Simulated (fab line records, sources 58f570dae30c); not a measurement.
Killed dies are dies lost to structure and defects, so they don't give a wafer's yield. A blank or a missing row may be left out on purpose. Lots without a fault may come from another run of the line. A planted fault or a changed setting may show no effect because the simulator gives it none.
Which tool did it? | flow berkeley_cmos170 | 13 lots, 39 wafers sampled, at 6 steps of a route of 331

WHAT THE GAUGES READ, wafer by wafer
UCB170_M2_CD_MEAS_90: target cd 700 nm.
lot  | measured     | on        | cd_nm (nm)
L451 | day 9 11:35  | cd_sem-01 | 699.1 697.4 697.7
L457 | day 11 08:20 | cd_sem-01 | - - -
L458 | day 11 08:43 | cd_sem-01 | - - -
L461 | day 11 21:08 | cd_sem-01 | 700.2 699.4 703.1
L463 | day 12 14:14 | cd_sem-01 | 699.2 700.7 699.8
L464 | day 12 15:01 | cd_sem-02 | 700.0 698.1 701.8
L462 | day 12 16:32 | cd_sem-02 | 699.6 697.9 703.4
L465 | day 12 23:24 | cd_sem-01 | 703.9 702.1 702.7
L470 | day 13 23:19 | cd_sem-02 | 700.5 704.8 701.6
L469 | day 14 01:32 | cd_sem-01 | 697.0 697.1 698.4
L471 | day 14 11:14 | cd_sem-02 | 702.6 702.5 705.6
L467 | day 14 11:22 | cd_sem-01 | 698.8 701.8 701.0
L468 | day 14 12:18 | cd_sem-01 | 703.3 702.1 702.8

WHICH TOOL RAN EACH LOT (tool, then ch and the chambers of the sampled wafers, then the start)
lot  | UCB170_M1_STRIP_13                   | UCB170_V1_CMP_02              | UCB170_V1_ETCH_14                  | UCB170_M2_METAL_ETCH_18           | UCB170_M2_STRIP_19
L451 | plasma_asher-04 ch 0,1, day 9 04:09  | cmp-02 ch 0,3, day 9 05:53    | rie_diel-03 ch 1,3, day 9 08:42    | rie_metal-04 ch 0,1, day 9 11:19  | plasma_asher-02 ch 0,1, day 9 11:29
L457 | plasma_asher-04 ch 0, day 11 01:31   | cmp-01 ch 1,2,3, day 11 03:34 | rie_diel-04 ch 1,2, day 11 05:13   | rie_metal-01 ch 0,1, day 11 08:02 | plasma_asher-03 ch 0,1, day 11 08:13
L458 | plasma_asher-03 ch 0,1, day 11 01:46 | cmp-02 ch 1,2,3, day 11 03:43 | rie_diel-03 ch 0,1,2, day 11 05:39 | rie_metal-02 ch 0,1, day 11 08:27 | plasma_asher-01 ch 0,1, day 11 08:37
L461 | plasma_asher-04 ch 0,1, day 11 14:13 | cmp-02 ch 1,2,3, day 11 16:02 | rie_diel-04 ch 0,1,2, day 11 18:01 | rie_metal-01 ch 0,1, day 11 20:50 | plasma_asher-01 ch 0,1, day 11 21:02
L463 | plasma_asher-03 ch 0,1, day 12 06:53 | cmp-02 ch 1,2,3, day 12 08:40 | rie_diel-02 ch 2,3, day 12 11:26   | rie_metal-01 ch 0,1, day 12 13:56 | plasma_asher-02 ch 0,1, day 12 14:08
L464 | plasma_asher-04 ch 0,1, day 12 06:56 | cmp-01 ch 0,1,2, day 12 10:00 | rie_diel-04 ch 1,2,3, day 12 12:01 | rie_metal-04 ch 0,1, day 12 14:43 | plasma_asher-02 ch 0,1, day 12 14:55
L462 | plasma_asher-04 ch 0,1, day 12 08:26 | cmp-02 ch 0,3, day 12 11:20   | rie_diel-03 ch 0,1,2, day 12 13:07 | rie_metal-02 ch 0,1, day 12 16:14 | plasma_asher-03 ch 1, day 12 16:26
L465 | plasma_asher-04 ch 0,1, day 12 16:59 | cmp-02 ch 1,2, day 12 18:46   | rie_diel-03 ch 0,2,3, day 12 20:34 | rie_metal-01 ch 0,1, day 12 23:07 | plasma_asher-03 ch 0,1, day 12 23:18
L470 | plasma_asher-03 ch 0,1, day 13 16:20 | cmp-02 ch 0,2, day 13 18:07   | rie_diel-02 ch 1,2, day 13 20:13   | rie_metal-04 ch 0,1, day 13 23:01 | plasma_asher-01 ch 0,1, day 13 23:12
L469 | plasma_asher-04 ch 0,1, day 13 18:40 | cmp-01 ch 0,1,3, day 13 20:37 | rie_diel-02 ch 1,2, day 13 22:33   | rie_metal-02 ch 0,1, day 14 01:14 | plasma_asher-01 ch 0,1, day 14 01:25
L471 | plasma_asher-03 ch 0,1, day 14 01:28 | cmp-02 ch 0,1,3, day 14 03:20 | rie_diel-03 ch 1,2, day 14 07:02   | rie_metal-04 ch 0,1, day 14 10:56 | plasma_asher-02 ch 0,1, day 14 11:08
L467 | plasma_asher-03 ch 1, day 14 02:20   | cmp-02 ch 0,1,3, day 14 04:34 | rie_diel-02 ch 0,1, day 14 07:46   | rie_metal-01 ch 0, day 14 11:04   | plasma_asher-01 ch 1, day 14 11:14
L468 | plasma_asher-02 ch 0, day 14 02:53   | cmp-02 ch 1,2,3, day 14 05:57 | rie_diel-02 ch 0,1,3, day 14 09:23 | rie_metal-01 ch 0,1, day 14 11:59 | plasma_asher-02 ch 0,1, day 14 12:11
- UCB170_M1_STRIP_13: strips in O2.
- UCB170_V1_CMP_02: polishes SiO2.
- UCB170_V1_ETCH_14: etches SiO2 in CHF3/CF4/Ar, stops on Al, target depth 1250 nm, time 291 s.
- UCB170_M2_METAL_ETCH_18: etches Al in Cl2/BCl3, stops on SiO2, target depth 1170 nm, time 195 s.
- UCB170_M2_STRIP_19: strips in O2.

WHAT THE TOOLS THEMSELVES READ (means of the sampled wafers that have a number; where no wafer has one, the mark that the record gives instead)
UCB170_M1_STRIP_13.
lot  | tool            | drypump_motor_current_A (A) | o2_flow_sccm (sccm) | oes_product_au (a.u.)
L451 | plasma_asher-04 | 5.3                         | 399.6               | 0.718
L457 | plasma_asher-04 | 5.7                         | 398.8               | 0.719
L458 | plasma_asher-03 | 5.7                         | 400.1               | 0.719
L461 | plasma_asher-04 | 5.3                         | 398.5               | 0.730
L463 | plasma_asher-03 | 5.9                         | 398.9               | 0.721
L464 | plasma_asher-04 | 5.5                         | 399.2               | 0.721
L462 | plasma_asher-04 | 5.5                         | 400.0               | 0.721
L465 | plasma_asher-04 | 5.3                         | 400.8               | 0.718
L470 | plasma_asher-03 | 5.9                         | 400.4               | 0.723
L469 | plasma_asher-04 | 5.4                         | 401.5               | 0.724
L471 | plasma_asher-03 | 5.6                         | 401.0               | 0.718
L467 | plasma_asher-03 | 5.5                         | 400.0               | 0.716
L468 | plasma_asher-02 | 6.0                         | 401.6               | 0.723

UCB170_V1_CMP_02.
lot  | tool   | motor_current_A (A) | platen_rpm (rpm)
L451 | cmp-02 | 15.0                | 59.99
L457 | cmp-01 | 15.0                | 59.97
L458 | cmp-02 | 16.4                | 60.02
L461 | cmp-02 | 16.9                | 59.97
L463 | cmp-02 | 16.7                | 60.01
L464 | cmp-01 | 17.5                | 59.99
L462 | cmp-02 | 16.7                | 59.97
L465 | cmp-02 | 16.8                | 60.01
L470 | cmp-02 | 15.6                | 59.97
L469 | cmp-01 | 15.4                | 60.00
L471 | cmp-02 | 15.7                | 60.02
L467 | cmp-02 | 16.1                | 59.97
L468 | cmp-02 | 16.4                | 59.98

UCB170_V1_ETCH_14.
lot  | tool        | CHF3_flow_sccm (sccm) | cf4_flow_sccm (sccm) | drypump_motor_current_A (A) | oes_product_au (a.u.) | throttle_valve_pct (%)
L451 | rie_diel-03 | 44.98                 | 14.99                | 5.2                         | 0.852                 | 7.11
L457 | rie_diel-04 | 44.89                 | 14.94                | 5.6                         | 0.872                 | 7.07
L458 | rie_diel-03 | 44.98                 | 15.01                | 5.7                         | 0.874                 | 6.94
L461 | rie_diel-04 | 44.94                 | 15.04                | 5.6                         | 0.885                 | 7.04
L463 | rie_diel-02 | 45.12                 | 15.02                | 5.3                         | 0.878                 | 7.08
L464 | rie_diel-04 | 44.93                 | 14.99                | 5.4                         | 0.869                 | 6.99
L462 | rie_diel-03 | 45.08                 | 14.99                | 5.7                         | 0.871                 | 6.93
L465 | rie_diel-03 | 45.08                 | 15.02                | 5.5                         | 0.857                 | 6.97
L470 | rie_diel-02 | 44.91                 | 15.04                | 5.6                         | 0.852                 | 6.97
L469 | rie_diel-02 | 44.91                 | 15.01                | 5.6                         | 0.856                 | 6.97
L471 | rie_diel-03 | 45.02                 | 15.05                | 5.4                         | 0.884                 | 6.98
L467 | rie_diel-02 | 45.10                 | 15.00                | 5.7                         | 0.869                 | 6.96
L468 | rie_diel-02 | 44.80                 | 14.97                | 5.5                         | 0.882                 | 7.01

UCB170_M2_METAL_ETCH_18.
lot  | tool         | bcl3_flow_sccm (sccm) | bias_w (W) | drypump_motor_current_A (A) | oes_product_au (a.u.) | throttle_valve_pct (%)
L451 | rie_metal-04 | 44.97                 | 119.7      | 5.0                         | 0.862                 | 24.34
L457 | rie_metal-01 | -                     | -          | -                           | -                     | -
L458 | rie_metal-02 | -                     | -          | -                           | -                     | -
L461 | rie_metal-01 | 45.12                 | 119.9      | 5.2                         | 0.839                 | 24.52
L463 | rie_metal-01 | 44.95                 | 120.0      | 5.2                         | 0.839                 | 24.53
L464 | rie_metal-04 | 44.86                 | 119.8      | 5.4                         | 0.867                 | 24.25
L462 | rie_metal-02 | 44.99                 | 120.3      | 5.6                         | 0.839                 | 24.50
L465 | rie_metal-01 | 45.03                 | 120.2      | 5.3                         | 0.848                 | 24.58
L470 | rie_metal-04 | 44.98                 | 119.7      | 5.4                         | 0.855                 | 24.23
L469 | rie_metal-02 | 44.89                 | 120.1      | 5.6                         | 0.842                 | 24.51
L471 | rie_metal-04 | 45.18                 | 120.0      | 5.0                         | 0.862                 | 24.35
L467 | rie_metal-01 | 45.04                 | 119.6      | 5.4                         | 0.859                 | 24.66
L468 | rie_metal-01 | 45.04                 | 120.4      | 5.3                         | 0.841                 | 24.60

UCB170_M2_STRIP_19.
lot  | tool            | drypump_motor_current_A (A) | o2_flow_sccm (sccm) | oes_product_au (a.u.)
L451 | plasma_asher-02 | 5.52                        | 399.6               | 0.542
L457 | plasma_asher-03 | 5.67                        | 399.7               | 0.729
L458 | plasma_asher-01 | 5.85                        | 399.4               | 0.730
L461 | plasma_asher-01 | 5.88                        | 400.3               | 0.544
L463 | plasma_asher-02 | 5.52                        | 400.2               | 0.552
L464 | plasma_asher-02 | 5.75                        | 400.7               | 0.548
L462 | plasma_asher-03 | 5.48                        | 400.1               | 0.543
L465 | plasma_asher-03 | 5.65                        | 399.5               | 0.541
L470 | plasma_asher-01 | 5.86                        | 400.9               | 0.550
L469 | plasma_asher-01 | 5.85                        | 400.5               | 0.545
L471 | plasma_asher-02 | 5.78                        | 400.5               | 0.547
L467 | plasma_asher-01 | 5.87                        | 400.4               | 0.529
L468 | plasma_asher-02 | 5.53                        | 400.6               | 0.536

THE ANSWER, worked out from the rows above alone
Rule: what is usual is taken from the lots themselves. Put in order of their means at a reading, lots are off if they are a third of the lots or fewer, leave a main group of 4 or more, and stand apart from it by a gap of 3 or more times the standard deviation of the main group's means; of several such gaps the widest counts. A main group whose means are all the same, to the digits that the tables above print for the reading, isn't used. A lot without any number at a reading at which 4 lots or more have one is off too. The other lots that the step has rows for count as sound. The gauges are gone through in route order, then the tools' own readings, and for those a lot's mean is taken as printed above. The first step at which some lot is off is used, and at that step the reading that is off furthest; a lot without a number counts as furthest.
Off: L457, L458, at UCB170_M2_CD_MEAS_90 (cd_nm). Without a number there: L457, L458. The main group: mean 700.8 nm, standard deviation 1.9.
A tool fits if, at a process step before that reading, it ran every lot that is off, and no sound lot after the first of them. The gauges at UCB170_M2_CD_MEAS_90 aren't tried: what is off there is off at UCB170_M2_METAL_ETCH_18 too, on other tools, and a gauge's error can't cause that. None of those tried fits.

WHAT THE SIMULATOR HAD PUT IN
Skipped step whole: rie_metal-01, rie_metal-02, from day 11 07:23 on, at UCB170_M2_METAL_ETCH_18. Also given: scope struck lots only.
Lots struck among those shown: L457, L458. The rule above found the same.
